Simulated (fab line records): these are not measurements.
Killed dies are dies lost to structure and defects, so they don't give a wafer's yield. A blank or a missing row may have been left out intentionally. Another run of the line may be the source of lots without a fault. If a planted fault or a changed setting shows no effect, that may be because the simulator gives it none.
Problem report, 8D (eight disciplines) form, completed by code | flow ritCmos | the parts of the form that need people (team, actions taken, sign-off) are left out

1. PROBLEM STATEMENT
At RIT_M1_PROBE_99, killedAtFrontEnd averages 184 over 6 wafers from 2 lots, while fault-free wafers read 7, standard deviation 3.2. Relative to the usual mean, that is a shift of +55 standard deviations.
First observed at day 6 09:03: wafer L331.1, on prober-02. At this step, 12 wafers from 4 lots have a number in the record. The rule behind "out" and "out of limits": a value lying over 4 standard deviations away from the usual mean. The other wafers with a number count as sound.

2. WHAT IT IS AND WHAT IT IS NOT
question                    | is                                        | is not
which readings at this step | killedAtFrontEnd, killedDies, killedOnRim | killedAtContacts, killedOpen, killedShort
which lots                  | L331, L332                                | L335, L336
which wafers of those lots  | all that have a number                    | -
read on which tools         | prober-01, prober-02                      | -
when                        | from day 6 09:03                          | up to then (0 sound wafers); but 6 sound wafers of L335, L336 came after

3. WHAT RULES OUT EACH SUSPECT
Counting: a tool at any process step up to the reading remains a suspect when it ran all the lots that are out and ran no sound lot after the first of those.
- furnace-03 at RIT_REOX_OXIDATION_03 (target thk 25.2 nm, ox time 5580 s): kept. It ran every lot that is out, first L331 (day 5 13:52), and no sound lot after that.
Left after counting: furnace-03 at RIT_REOX_OXIDATION_03.

4. THE CAUSE (what the simulator had put in)
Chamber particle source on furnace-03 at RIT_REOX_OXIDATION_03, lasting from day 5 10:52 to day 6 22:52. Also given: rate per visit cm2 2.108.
After counting, this tool was the only one left.

5. SEQUENCE OF EFFECTS, ordered by route
Each row: a reading whose mean over the struck wafers that have a number lies more than 3 standard deviations from the usual. Only readings for which the record gives a usual standard deviation are gone through. hours: the time from each lot's start at the first step in this table that gives one to its start at this step, as a median over the lots. sigmas: the change in usual standard deviations.
hours | step            | reading          | usual | on struck wafers | change | sigmas
0     | RIT_M1_PROBE_99 | killedAtFrontEnd | 7     | 184              | +177   | +55
0     | RIT_M1_PROBE_99 | killedDies       | 8     | 184              | +176   | +55
0     | RIT_M1_PROBE_99 | killedOnRim      | 1.9   | 49.7             | +47.8  | +34
The process steps in it:
- RIT_M1_PROBE_99

6. HOW IT WOULD HAVE BEEN CAUGHT EARLIER
First out-of-limits reading in this record: day 6 09:03, which is 22 hours after fault onset at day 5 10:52.
Lots out: 2; all had begun RIT_REOX_OXIDATION_03 on furnace-03 by day 6 09:03. Tool hold at that time: it would have spared none of them.
